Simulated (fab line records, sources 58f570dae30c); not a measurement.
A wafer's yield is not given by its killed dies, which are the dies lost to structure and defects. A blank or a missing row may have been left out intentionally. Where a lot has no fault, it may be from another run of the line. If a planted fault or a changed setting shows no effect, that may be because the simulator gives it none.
fab line records | flow berkeley-cmos170 | part 1 of 2: steps 1 to 39 of 43
[record] lots = 7 wafers = 21 last-day = 13
route steps=331 shown M2@277 V2@292 M3@309
lots untouched by any fault: they come from a run of this same line in which no faults occurred
start-h: the number of hours between the record's first day and the start of the first shown wafer of the lot | wait-h: time in hours since the lot's previous step | " identical to the entry in the row above | L1.1+2: one row covering several wafers at once | - either no value or no given start | * or withheld: withheld | < > ~ a bound
route shown NAME@n: a module of which the file shows steps, and the number in the route of the first | usual: the fault-free wafers' mean and standard deviation | same: alike in all rows | chamber/n: place in a boat | sites: per-site readings | _std_site: standard deviation of those values | _edge_site: the outer-site mean with the inner-site mean subtracted | radius-mm: how far each site lies from the wafer's centre | mask NAME#n: copy n | behind: tool/chamber where the wafer was last shaped | hold: the reason the lot was held/the length of the hold in hours/how it ended | device: names the non-switching transistor (n, p or np) | end of line: the tests these same wafers got at the end of their route | where a step has no rows: the recipe by itself | killed: count of dies lost to structure and defects at first sort (not the wafer's yield) | map: shows each die of a wafer: x if killed, . if not, _ if none is there
set.NAME: the setting the step ran with; set.NAME@STEP: the setting that earlier step ran with | model.NAME: the simulator's own value behind a step, which no gauge read
a table for each step, a row for each wafer; lots at some steps of the route
services: from which hour (start-h, from the record's first day; less than 0 if before it) a tool's chamber was out of use, for how many hours, and why
[[steps]]
[step UCB170_M2_SOFTBAKE_06]
[recipe] resist = KrF temp-c = 130 time-s = 60
[step UCB170_M2_STRIP_07]
[recipe] chemistry = O2 power-w = 400 pressure-mtorr = 3500 platen-temp-c = withheld o2-flow-sccm = 400 overash-fraction = 0.5
[step UCB170_M2_STRIP_08]
[recipe] chemistry = DMSO temp-c = 80 time-s = 600 material = KrF
[step UCB170_M2_COAT_09]
[recipe] resist = BARC temp-c = withheld time-s = withheld spin-rpm = 3000 resist-thk-nm = withheld
[step UCB170_M2_COAT_10]
[recipe] resist = KrF spin-rpm = 1500 resist-thk-nm = 900
[step UCB170_M2_SOFTBAKE_11]
[recipe] resist = KrF temp-c = 130 time-s = 60
[step UCB170_M2_EXPOSE_12]
[recipe] mask-id = METAL2 target-cd-nm = 700 na = 0.5 sigma-outer = 0.6 source-shape = conventional dose-mj = 26
[step UCB170_M2_PEB_13]
[recipe] peb-temp-c = 130 peb-time-s = withheld resist = KrF
[step UCB170_M2_DEVELOP_14]
[recipe] developer = TMAH develop-time-s = 45 resist = KrF dev-temp-c = 21
[step UCB170_M2_CD_MEAS_15]
[recipe] target-cd-nm = 700
[usual] cd-nm = 700.0/1.5
// columns lot.wafer tool chamber start-h wait-h cd-nm
L274.1 cd-sem-02 - 216.51 - 698.9
L274.4 " - " " 700.2
L274.6 " - " " 700.5
L278.2 cd-sem-02 - 243.12 - 698.7
L278.3 " - " " 697.9
L278.6 " - " " 698.8
L289.1 cd-sem-01 - 268.29 - 701.0
L289.5 " - " " 702.4
L289.6 " - " " 700.9
L292.1 cd-sem-02 - 289.37 - 701.7
L292.2 " - " " 700.6
L292.5 " - " " 700.8
L288.4 cd-sem-01 - 292.02 - 700.2
L288.5 " - " " 701.5
L288.6 " - " " 698.7
L290.1 cd-sem-01 - 293.45 - 698.9
L290.2 " - " " 698.9
L290.5 " - " " 699.5
L293.2 cd-sem-02 - 294.88 - 700.0
L293.3 " - " " 699.9
L293.6 " - " " 699.7
[step UCB170_M2_OVL_MEAS_16]
[usual] M2_OVL = -3/5.7
// columns lot.wafer tool chamber start-h wait-h M2_OVL[nm]
L274.1 overlay-01 - 216.63 0.1 -4
L274.4 " - " " -10
L274.6 " - " " -9
L278.2 overlay-01 - 243.22 0.1 -4
L278.3 " - " " 2
L278.6 " - " " -2
L289.1 overlay-02 - 268.41 0.1 -3
L289.5 " - " " -3
L289.6 " - " " 0
L292.1 overlay-02 - 289.49 0.1 -6
L292.2 " - " " -15
L292.5 " - " " -5
L288.4 overlay-02 - 292.10 0.1 0
L288.5 " - " " -11
L288.6 " - " " -11
L290.1 overlay-01 - 293.57 0.1 -6
L290.2 " - " " -2
L290.5 " - " " -5
L293.2 overlay-01 - 294.99 0.1 -4
L293.3 " - " " 4
L293.6 " - " " -3
[step UCB170_M2_ETCH_17]
[recipe] chemistry = N2/H2 target-depth-a = withheld overetch-a = withheld target = BARC time-s = withheld source-w = 500 bias-w = 100 pressure-mtorr = 30 n2-flow-sccm = 100 h2-flow-sccm = 200
[usual] drypump-motor-current-A = 5.8/0.53 oes-product-au = 0.997/0.02 throttle-valve-pct = 13.33/0.16
// columns lot.wafer tool chamber start-h wait-h drypump-motor-current-A oes-product-au throttle-valve-pct
L274.1 rie-diel-02 2 216.67 0.0 5.5 0.980 13.45
L274.4 " 1 " " 6.0 0.967 13.27
L274.6 " 1 " " 6.0 0.965 13.26
L278.2 rie-diel-01 1 243.25 0.0 5.8 1.014 13.61
L278.3 " 0 " " 5.5 0.985 13.33
L278.6 " 0 " " 5.6 0.976 13.35
L289.1 rie-diel-02 1 268.44 0.0 5.9 0.972 13.28
L289.5 " 2 " " 5.5 0.974 13.43
L289.6 " 1 " " 5.9 0.972 13.27
L292.1 rie-diel-02 3 289.53 0.0 5.7 1.005 13.09
L292.2 " 1 " " 6.0 0.958 13.27
L292.5 " 1 " " 6.0 0.961 13.28
L288.4 rie-diel-02 2 292.12 0.0 5.5 0.975 13.44
L288.5 " 0 " " 4.8 1.038 13.01
L288.6 " 3 " " 5.7 1.009 13.09
L290.1 rie-diel-02 2 293.61 0.0 5.5 0.984 13.45
L290.2 " 0 " " 4.8 1.038 13.00
L290.5 " 1 " " 6.0 0.956 13.29
L293.2 rie-diel-02 3 295.02 0.0 5.8 1.005 13.06
L293.3 " 1 " " 6.0 0.962 13.27
L293.6 " 1 " " 6.0 0.970 13.28
[step UCB170_M2_METAL_ETCH_18]
[recipe] chemistry = Cl2/BCl3 target = Al stop-on = SiO2 pressure-mtorr = 12 target-depth-a = 11700 over-etch-frac = 0.3 time-s = 195 icp-w = 600 bias-w = 120 Cl2_flow_sccm = 90 bcl3-flow-sccm = 45
[usual] drypump-motor-current-A = 5.6/0.51 oes-product-au = 0.868/0.014 throttle-valve-pct = 24.38/0.14
// columns lot.wafer tool chamber start-h wait-h drypump-motor-current-A oes-product-au rf-hours-counter-h throttle-valve-pct
L274.1 rie-metal-01 1 216.71 - 6.0 0.876 9.5 24.48
L274.4 " 0 " " 4.8 0.852 - 24.50
L274.6 " 0 " " 4.8 0.852 - 24.49
L278.2 rie-metal-03 0 243.30 - 5.2 0.887 10.8 24.33
L278.3 " 0 " " 5.2 0.878 - 24.33
L278.6 " 0 " " 5.2 0.876 - 24.31
L289.1 rie-metal-01 0 268.48 - 4.8 0.854 11.9 24.49
L289.5 " 0 " " 4.8 0.854 - 24.50
L289.6 " 1 " " 6.0 0.872 - 24.47
L292.1 rie-metal-03 0 289.57 - 5.2 0.897 12.5 24.31
L292.2 " 1 " " 5.8 0.871 11.0 24.36
L292.5 " 1 " " 5.8 0.877 - 24.35
L288.4 rie-metal-01 0 292.24 - 4.7 0.855 - 24.51
L288.5 " 0 " " 4.8 0.844 - 24.51
L288.6 " 1 " " 6.0 0.870 - 24.46
L290.1 rie-metal-03 0 293.65 - 5.2 0.880 12.7 24.32
L290.2 " 1 " " 5.8 0.867 11.3 24.33
L290.5 " 0 " " 5.2 0.895 - 24.32
L293.2 rie-metal-03 0 295.06 - 5.3 0.876 12.9 24.32
L293.3 " 1 " " 5.8 0.873 - 24.34
L293.6 " 0 " " 5.2 0.875 - 24.30
[step UCB170_M2_STRIP_19]
[recipe] chemistry = O2 power-w = 400 pressure-mtorr = 3500 platen-temp-c = withheld o2-flow-sccm = 400 overash-fraction = 0.5
[step UCB170_M2_CD_MEAS_90]
[recipe] target-cd-nm = 700
[usual] cd-nm = 700.8/2.6
// columns lot.wafer tool chamber start-h wait-h cd-nm
L274.1 cd-sem-02 - 217.00 0.1 704.9
L274.4 " - " " 703.7
L274.6 " - " " 702.0
L278.2 cd-sem-01 - 243.60 0.1 698.3
L278.3 " - " " 700.5
L278.6 " - " " 700.5
L289.1 cd-sem-01 - 268.77 0.1 701.8
L289.5 " - " " 699.2
L289.6 " - " " 701.7
L292.1 cd-sem-01 - 289.92 0.1 704.1
L292.2 " - " " 701.4
L292.5 " - " " 701.1
L288.4 cd-sem-01 - 292.57 0.1 699.8
L288.5 " - " " 698.0
L288.6 " - " " 699.1
L290.1 cd-sem-02 - 293.98 0.1 697.0
L290.2 " - " " 696.1
L290.5 " - " " 699.7
L293.2 cd-sem-02 - 295.37 0.1 700.5
L293.3 " - " " 696.8
L293.6 " - " " 703.5
[step UCB170_V2_CVD_00]
[recipe] material = SiO2 target-thk-nm = 2000 temp-c = 390 precursor = TEOS/O2 time-s = 250 rf-w = 550 pressure-mtorr = 9000
[step UCB170_V2_THK_MEAS_01]
[recipe] reads = SiO2_of_V2_CVD_00
[usual] V2_TEOS_THK = 1992/25
// columns lot.wafer tool chamber start-h wait-h V2_TEOS_THK[nm]
L274.1 film-metro-02 - 217.27 0.1 1931
L274.4 " - " " 1961
L274.6 " - " " 1996
L278.2 film-metro-04 - 243.87 0.1 1997
L278.3 " - " " 1972
L278.6 " - " " 2001
L289.1 film-metro-02 - 269.05 0.1 1981
L289.5 " - " " 1980
L289.6 " - " " 1979
L292.1 film-metro-04 - 290.20 0.1 1960
L292.2 " - " " 1936
L292.5 " - " " 1964
L288.4 film-metro-03 - 292.89 0.1 1983
L288.5 " - " " 2011
L288.6 " - " " 1995
L290.1 film-metro-03 - 294.26 0.1 1980
L290.2 " - " " 1950
L290.5 " - " " 1999
L293.2 film-metro-04 - 295.63 0.1 1984
L293.3 " - " " 1987
L293.6 " - " " 2017
[step UCB170_V2_CMP_02]
[recipe] material = SiO2 down-force-psi = 6 platen-rpm = 60 pad-velocity-m-s = 0.75398
[usual] motor-current-A = 16.6/1.8
// columns lot.wafer tool chamber start-h wait-h motor-current-A
L274.4 cmp-01 2 217.33 0.0 14.2
L274.1 " 1 " " 17.3
L274.6 " 2 " " 14.2
L278.2 cmp-02 3 243.97 0.1 17.9
L278.3 " 0 " " 16.7
L278.6 " 3 " " 17.6
L289.1 cmp-02 2 269.11 0.1 19.5
L289.6 " 2 " " 20.9
L289.5 " 3 " " 17.5
L292.2 cmp-01 1 290.26 0.0 17.1
L292.1 " 0 " " 16.2
L292.5 " 2 " " 13.6
L288.4 cmp-01 0 293.02 0.1 16.6
L288.5 " 2 " " 13.9
L288.6 " 3 " " 17.4
L290.2 cmp-02 3 294.37 0.1 17.6
L290.1 " 1 " " 14.7
L290.5 " 2 " " 17.9
L293.3 cmp-01 0 295.68 0.0 16.1
L293.2 " 2 " " 13.9
L293.6 " 1 " " 17.6
[step UCB170_V2_BOW_MEAS_03]
[recipe] mode = bow
[usual] V2_BOW = 38/7
// columns lot.wafer tool chamber start-h wait-h V2_BOW[um]
L274.1 film-metro-03 - 217.66 0.1 30
L274.4 " - " " 41
L274.6 " - " " 32
L278.2 film-metro-03 - 244.24 0.2 38
L278.3 " - " " 28
L278.6 " - " " 37
L289.1 film-metro-04 - 269.41 0.2 40
L289.5 " - " " 42
L289.6 " - " " 29
L292.1 film-metro-04 - 290.56 0.1 49
L292.2 " - " " 41
L292.5 " - " " 37
L288.4 film-metro-04 - 293.28 0.2 47
L288.5 " - " " 47
L288.6 " - " " 40
L290.1 film-metro-03 - 294.62 0.1 44
L290.2 " - " " 24
L290.5 " - " " 35
L293.2 film-metro-02 - 296.00 0.2 45
L293.3 " - " " 39
L293.6 " - " " 51
[step UCB170_V2_THK_MEAS_04]
[recipe] reads = SiO2_of_V2_CVD_00
[usual] V2_POLISHED_THK = 1000.4/1.1
// columns lot.wafer tool chamber start-h wait-h V2_POLISHED_THK[nm]
L274.1 film-metro-03 - 217.78 0.1 1000.3
L274.4 " - " " 1000.1
L274.6 " - " " 1000.0
L278.2 film-metro-03 - 244.35 0.1 999.7
L278.3 " - " " 1000.7
L278.6 " - " " 999.4
L289.1 film-metro-04 - 269.53 0.1 999.7
L289.5 " - " " 999.7
L289.6 " - " " 999.2
L292.1 film-metro-04 - 290.68 0.1 999.1
L292.2 " - " " 1000.9
L292.5 " - " " 1000.0
L288.4 film-metro-04 - 293.37 0.1 999.1
L288.5 " - " " 1000.1
L288.6 " - " " 1001.6
L290.1 film-metro-03 - 294.74 0.1 1000.0
L290.2 " - " " 999.2
L290.5 " - " " 999.5
L293.2 film-metro-02 - 296.11 0.1 1001.8
L293.3 " - " " 999.6
L293.6 " - " " 1002.7
[step UCB170_V2_CLEAN_05]
[recipe] chemistry = DIW
[step UCB170_V2_HMDS_06]
[recipe] prime-time-s = 60 prime-temp-c = 100
[step UCB170_V2_COAT_07]
[recipe] resist = KrF spin-rpm = 1500 resist-thk-nm = 888.8
[step UCB170_V2_SOFTBAKE_08]
[recipe] resist = KrF temp-c = 130 time-s = 60
[step UCB170_V2_EXPOSE_09]
[recipe] mask-id = VIA2 target-cd-nm = 700 na = 0.5 sigma-outer = 0.6 source-shape = conventional dose-mj = 37
[step UCB170_V2_PEB_10]
[recipe] peb-temp-c = 130 peb-time-s = withheld resist = KrF
[step UCB170_V2_DEVELOP_11]
[recipe] developer = TMAH develop-time-s = 45 resist = KrF dev-temp-c = 21
[step UCB170_V2_CD_MEAS_12]
[recipe] target-cd-nm = 700
[usual] cd-nm = 699.9/1.4
// columns lot.wafer tool chamber start-h wait-h cd-nm
L274.1 cd-sem-01 - 220.04 - 699.5
L274.4 " - " " 699.1
L274.6 " - " " 698.1
L278.2 cd-sem-02 - 248.23 - 700.3
L278.3 " - " " 699.8
L278.6 " - " " 700.0
L289.1 cd-sem-01 - 270.76 - 700.7
L289.5 " - " " 701.1
L289.6 " - " " 701.4
L292.1 cd-sem-02 - 292.89 - 699.8
L292.2 " - " " 700.9
L292.5 " - " " 700.7
L288.4 cd-sem-01 - 295.40 - 700.0
L288.5 " - " " 700.4
L288.6 " - " " 700.9
L290.1 cd-sem-01 - 296.73 - 699.1
L290.2 " - " " 699.7
L290.5 " - " " 699.2
L293.2 cd-sem-01 - 297.66 - 699.6
L293.3 " - " " 699.2
L293.6 " - " " 700.4
[step UCB170_V2_OVL_MEAS_13]
[usual] V2_OVL = 3/6.2
// columns lot.wafer tool chamber start-h wait-h V2_OVL[nm]
L274.1 overlay-01 - 220.16 0.1 5
L274.4 " - " " 10
L274.6 " - " " 11
L278.2 overlay-01 - 248.33 0.1 6
L278.3 " - " " 2
L278.6 " - " " 6
L289.1 overlay-02 - 270.88 0.1 -4
L289.5 " - " " 3
L289.6 " - " " -7
L292.1 overlay-01 - 293.01 0.1 11
L292.2 " - " " 6
L292.5 " - " " 16
L288.4 overlay-02 - 295.48 0.1 8
L288.5 " - " " 12
L288.6 " - " " 5
L290.1 overlay-02 - 296.85 0.1 -4
L290.2 " - " " 6
L290.5 " - " " 2
L293.2 overlay-02 - 297.77 0.1 12
L293.3 " - " " 5
L293.6 " - " " 3
[step UCB170_V2_ETCH_14]
[recipe] chemistry = CHF3/CF4/Ar target = SiO2 stop-on = Al CHF3_flow_sccm = 45 cf4-flow-sccm = 15 Ar_flow_sccm = 150 pressure-mtorr = 200 rf-w = 700 target-depth-a = 12500 over-etch-frac = 0.234 time-s = 291
[step UCB170_V2_STRIP_15]
[recipe] chemistry = O2 power-w = 400 pressure-mtorr = 3500 platen-temp-c = withheld o2-flow-sccm = 400 overash-fraction = 0.5
[usual] drypump-motor-current-A = 5.8/0.33 oes-product-au = 0.722/0.0048 strip-time-to-endpoint-s = 15.16/0.096
// columns lot.wafer tool chamber start-h wait-h drypump-motor-current-A oes-product-au rf-hours-counter-h strip-time-to-endpoint-s
L274.1 plasma-asher-02 0 220.38 0.1 5.9 0.721 14 15.21
L274.4 " 0 " " 5.9 0.719 - 15.06
L274.6 " 0 " " 5.9 0.719 - 15.15
L278.2 plasma-asher-02 1 248.54 0.1 6.1 0.721 18 15.11
L278.3 " 1 " " 6.1 0.724 - 15.02
L278.6 " 0 " " 5.9 0.724 - 15.10
L289.1 plasma-asher-04 0 271.10 0.1 5.3 0.718 45 15.23
L289.5 " 1 " " 5.5 0.723 - 15.11
L289.6 " 0 " " 5.4 0.720 - 15.17
L292.1 plasma-asher-04 1 293.22 0.1 5.5 0.727 47 15.28
L292.2 " 0 " " 5.3 0.721 47 15.08
L292.5 " 1 " " 5.5 0.725 - 15.07
L288.4 plasma-asher-02 0 295.70 0.1 5.9 0.718 - 15.24
L288.5 " 1 " " 6.1 0.730 - 15.12
L288.6 " 0 " " 5.9 0.718 - 15.20
L290.1 plasma-asher-04 0 297.06 0.1 5.3 0.721 48 15.25
L290.2 " 1 " " 5.5 0.728 48 15.09
L290.5 " 1 " " 5.5 0.717 - 15.09
L293.2 plasma-asher-03 1 298.00 0.1 5.6 0.727 56 15.12
L293.3 " 0 " " 6.2 0.718 - 15.07
L293.6 " 1 " " 5.6 0.722 - 15.22
[step UCB170_V2_CD_MEAS_90]
[recipe] target-cd-nm = 700
[usual] cd-nm = 699.7/1.5
// columns lot.wafer tool chamber start-h wait-h cd-nm
L274.1 cd-sem-02 - 220.48 0.1 698.8
L274.4 " - " " 699.7
L274.6 " - " " 698.2
L278.2 cd-sem-01 - 248.78 0.2 700.1
L278.3 " - " " 699.8
L278.6 " - " " 700.0
L289.1 cd-sem-02 - 271.20 0.1 701.3
L289.5 " - " " 701.9
L289.6 " - " " 702.1
L292.1 cd-sem-02 - 293.32 0.1 699.8
L292.2 " - " " 701.1
L292.5 " - " " 700.7
L288.4 cd-sem-01 - 295.83 0.1 699.5
L288.5 " - " " 699.7
L288.6 " - " " 699.9
L290.1 cd-sem-01 - 297.16 0.1 698.4
L290.2 " - " " 698.8
L290.5 " - " " 698.3
L293.2 cd-sem-01 - 298.12 0.1 698.4
L293.3 " - " " 699.0
L293.6 " - " " 699.8
[step UCB170_M3_PRE_CLEAN_00]
[recipe] gas = Ar preclean-etch-time-s = 60
[step UCB170_M3_SPUTTER_01]
[recipe] material = Al target-thk-nm = 900 time-s = 120 power-w = 6000 chamber-pressure-pa = 0.5
[usual] chamber-pressure-pa = 0.5001/0.0011 throttle-valve-pct = 30.6/1.1
// columns lot.wafer tool chamber start-h wait-h chamber-pressure-pa throttle-valve-pct
L274.1 pvd-sputter-02 - 220.66 0.0 0.4999 32.5
L274.4 " - " " 0.4986 32.1
L274.6 " - " " 0.5016 30.4
L278.2 pvd-sputter-01 - 248.94 0.0 0.5004 30.8
L278.3 " - " " 0.5003 30.0
L278.6 " - " " 0.5002 30.3
L289.1 pvd-sputter-04 - 271.39 0.0 0.4996 30.3
L289.5 " - " " 0.4976 28.6
L289.6 " - " " 0.4991 29.5
L292.1 pvd-sputter-04 - 293.51 0.0 0.4985 28.7
L292.2 " - " " 0.5006 29.7
L292.5 " - " " 0.5007 31.0
L288.4 pvd-sputter-02 - 295.96 0.0 0.4998 32.0
L288.5 " - " " 0.5009 32.4
L288.6 " - " " 0.5005 29.2
L290.1 pvd-sputter-01 - 297.35 0.0 0.5021 31.9
L290.2 " - " " 0.4989 30.0
L290.5 " - " " 0.5003 30.2
L293.2 pvd-sputter-04 - 298.29 0.0 0.5010 28.7
L293.3 " - " " 0.4990 29.7
L293.6 " - " " 0.4985 30.0
[step UCB170_M3_RS_MEAS_02]
[recipe] thk-meas-gauge = four-point-probe reads = Al_of_M3_SPUTTER_01
[usual] M3_AL_RS = 0.0321/0.00033
// columns lot.wafer tool chamber start-h wait-h M3_AL_RS[ohm/sq]
L274.1 film-metro-02 - 220.75 0.0 0.0322
L274.4 " - " " 0.0319
L274.6 " - " " 0.0321
L278.2 film-metro-03 - 249.05 0.1 0.0327
L278.3 " - " " 0.0324
L278.6 " - " " 0.0326
L289.1 film-metro-02 - 271.47 0.0 0.0321
L289.5 " - " " 0.0321
L289.6 " - " " 0.0320
L292.1 film-metro-02 - 293.59 0.0 0.0324
L292.2 " - " " 0.0323
L292.5 " - " " 0.0325
L288.4 film-metro-03 - 296.14 0.1 0.0322
L288.5 " - " " 0.0322
L288.6 " - " " 0.0324
L290.1 film-metro-03 - 297.43 0.0 0.0319
L290.2 " - " " 0.0321
L290.5 " - " " 0.0320
L293.2 film-metro-02 - 298.39 0.1 0.0327
L293.3 " - " " 0.0325
L293.6 " - " " 0.0325
[step UCB170_M3_THK_MEAS_03]
[recipe] thk-meas-gauge = xrf reads = Al_of_M3_SPUTTER_01
[usual] M3_AL_THK = 905/12
// columns lot.wafer tool chamber start-h wait-h M3_AL_THK[nm]
L274.1 film-metro-02 - 220.87 0.1 909
L274.4 " - " " 913
L274.6 " - " " 914
L278.2 film-metro-03 - 249.16 0.1 882
L278.3 " - " " 889
L278.6 " - " " 885
L289.1 film-metro-02 - 271.59 0.1 913
L289.5 " - " " 911
L289.6 " - " " 914
L292.1 film-metro-02 - 293.71 0.1 906
L292.2 " - " " 903
L292.5 " - " " 900
L288.4 film-metro-03 - 296.23 0.1 893
L288.5 " - " " 895
L288.6 " - " " 887
L290.1 film-metro-03 - 297.55 0.1 897
L290.2 " - " " 889
L290.5 " - " " 899
L293.2 film-metro-02 - 298.50 0.1 897
L293.3 " - " " 899
L293.6 " - " " 902
[step UCB170_M3_HMDS_04]
[recipe] prime-time-s = 60 prime-temp-c = 100
[step UCB170_M3_COAT_05]
[recipe] resist = KrF spin-rpm = 1500 resist-thk-nm = 900
[step UCB170_M3_SOFTBAKE_06]
[recipe] resist = KrF temp-c = 130 time-s = 60
